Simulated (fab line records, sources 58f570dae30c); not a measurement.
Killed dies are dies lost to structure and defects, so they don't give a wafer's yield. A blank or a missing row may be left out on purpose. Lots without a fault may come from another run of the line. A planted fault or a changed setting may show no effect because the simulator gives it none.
One fault seen from 2 desks | flow berkeley_cmos170 | each desk has only its own numbers; what lay behind them comes last

THE METROLOGY DESK
What the gauges read, lot by lot, whatever tool the lot ran on: means of the sampled wafers that have a number. A lot is out of limits, marked OUT, if its mean lies more than 4 standard deviations from the usual mean; the brackets give that distance.
Columns: A = V2_BOW at UCB170_V2_BOW_MEAS_03, usual 38 um
lot  | first seen here | A
L576 | day 9 14:07     | 39
L578 | day 9 15:29     | 40
L580 | day 9 17:32     | 37
L581 | day 9 23:09     | 36
L583 | day 10 07:31    | 37
L585 | day 10 14:14    | 44
L587 | day 11 04:35    | 35
L591 | day 12 23:46    | 38
L592 | day 12 23:51    | 38
L593 | day 13 00:05    | 39
L594 | day 13 00:13    | 28
L595 | day 14 04:44    | 35
L597 | day 14 21:11    | 46
L598 | day 14 21:21    | 38
This desk's finding: nothing out of limits on any of the 14 lots.

THE TOOL OWNER'S DESK: litho_track-04
The tool's own readings at UCB170_V2_COAT_07 (resist thk 900 nm): means of the sampled wafers that have a number, for each lot that ran on this tool. A lot is out of limits, marked OUT, if its mean lies more than 4 standard deviations from the usual mean; the brackets give that distance.
Columns: A = dispense_pressure_kPa at UCB170_V2_COAT_07, usual 52 kPa
lot  | first seen here | A
L580 | day 9 18:26     | 54
L587 | day 11 06:08    | 54
L592 | day 13 00:31    | 54
L594 | day 13 00:58    | 54
This desk's finding: nothing out of limits on any of the 4 lots.

PUT TOGETHER
The metrology desk saw nothing out of limits.
The tool owner's desk saw nothing out of limits.

WHAT THE SIMULATOR HAD PUT IN
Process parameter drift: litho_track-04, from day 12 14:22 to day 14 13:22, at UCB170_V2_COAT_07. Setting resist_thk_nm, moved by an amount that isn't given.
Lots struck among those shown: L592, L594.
